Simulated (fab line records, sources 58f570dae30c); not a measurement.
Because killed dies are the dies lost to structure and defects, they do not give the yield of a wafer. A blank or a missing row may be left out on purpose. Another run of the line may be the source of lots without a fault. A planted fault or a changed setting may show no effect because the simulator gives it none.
Problem report in the 8D (eight disciplines) form, filled by code || flow berkeley_cmos170 || the parts of the form that need people (team, actions taken, sign-off) are left out

1. PROBLEM STATEMENT
V2_POLISHED_THK at UCB170_V2_THK_MEAS_04 reads a mean of 1355.8 nm on 1 wafer of 1 lot; wafers without a fault read 1000.3 nm with a standard deviation of 1.2. So: +99 or more standard deviations from the usual mean.
The first sign was on wafer L340.5 at day 9 18:13, on film_metro-04. The record holds 39 wafers of 13 lots with a number at this step. The rule behind "out" and "out of limits": a value lying over 4 standard deviations away from the usual mean. The other wafers with a number count as sound.

2. WHAT IT IS AND WHAT IT IS NOT
{"question": "which readings at this step", "is": "V2_POLISHED_THK", "is not": "-"}
{"question": "which lots", "is": "L340", "is not": "L330, L331, L332, L334, L335, L344, L345, L347, L349, L351, L352, L353"}
{"question": "which wafers of those lots", "is": "L340.5", "is not": "L340.3, L340.6"}
{"question": "read on which gauges", "is": "film_metro-04", "is not": "film_metro-02, film_metro-03"}
{"question": "when", "is": "from day 9 18:13", "is not": "up to then (17 sound wafers); but 21 sound wafers of L344, L345, L347, L349, L351, L352, L353 came after"}

3. WHAT RULES OUT EACH SUSPECT
Counting: a tool at a process step up to the reading stays a suspect if it ran every lot that is out. Sound lots after the first of them don't rule it out here, since some wafers of a struck lot are sound.
- the gauge at UCB170_V2_THK_MEAS_04 has been ruled out. All the wafers that are out were read on film_metro-04, but those of them that UCB170_V2_ETCH_14 has rows for are out there too, on other tools.
- rie_diel-01 at UCB170_M2_ETCH_17 (etches BARC in N2/H2): kept. It ran the lot that is out, L340 (day 9 17:07).
- cmp-01 at UCB170_V2_CMP_02 (polishes SiO2): kept. It ran the lot that is out, L340 (day 9 17:50); its last sound lot up to then is L335 (day 8 10:58).
- In rie_diel-01 at UCB170_M2_ETCH_17, the wafers that are out were processed in chamber 2 and their sound lot-mates in chambers 0, 3.
- At UCB170_V2_CMP_02 on cmp-01, chamber 1 took the sound wafers of the same lots and chamber 0 took the wafers that are out.
Left after counting: rie_diel-01 at UCB170_M2_ETCH_17, cmp-01 at UCB170_V2_CMP_02.

4. THE CAUSE (what the simulator had put in)
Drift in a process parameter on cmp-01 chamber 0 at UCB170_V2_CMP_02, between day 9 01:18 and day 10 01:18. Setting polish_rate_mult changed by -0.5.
This tool is one of the 2 suspects left after counting.

5. THE EFFECT CHAIN, in route order
Rows list readings where the struck wafers' mean (over those with a number) sits beyond 3 standard deviations from the usual. Readings are gone through only where the record gives a usual standard deviation; hours: the median, over the lots, of the time from a lot's start at the first step in this table giving one to that lot's start at this step; sigmas: the change measured in usual standard deviations.
{"hours": 0, "step": "UCB170_V2_THK_MEAS_04", "reading": "V2_POLISHED_THK", "usual": "1000.3 nm", "on struck wafers": 1355.8, "change": "+355.5", "sigmas": "+99 or more"}
{"hours": 2, "step": "UCB170_V2_ETCH_14", "reading": "oes_product_au", "usual": "0.875 a.u.", "on struck wafers": 0.988, "change": "+0.113", "sigmas": "+8.1"}
Its process steps:
- UCB170_V2_ETCH_14: etches SiO2 in CHF3/CF4/Ar, stops on Al, target depth 1250 nm, time 291 s.

6. WHAT WOULD HAVE CAUGHT IT SOONER
The first out-of-limits reading at a measuring or inspecting step in this record came at day 9 18:13, 17 hours after the fault's start at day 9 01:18.
No tool reading at UCB170_V2_CMP_02 that has a usual standard deviation in the record was out on any struck wafer, so an alarm limit of 4 standard deviations on those readings would not have fired.
The start of UCB170_V2_CMP_02 on cmp-01 came by day 9 18:13 for every one of the lots that are out (1). Tool hold at that time: it would have spared none of them.
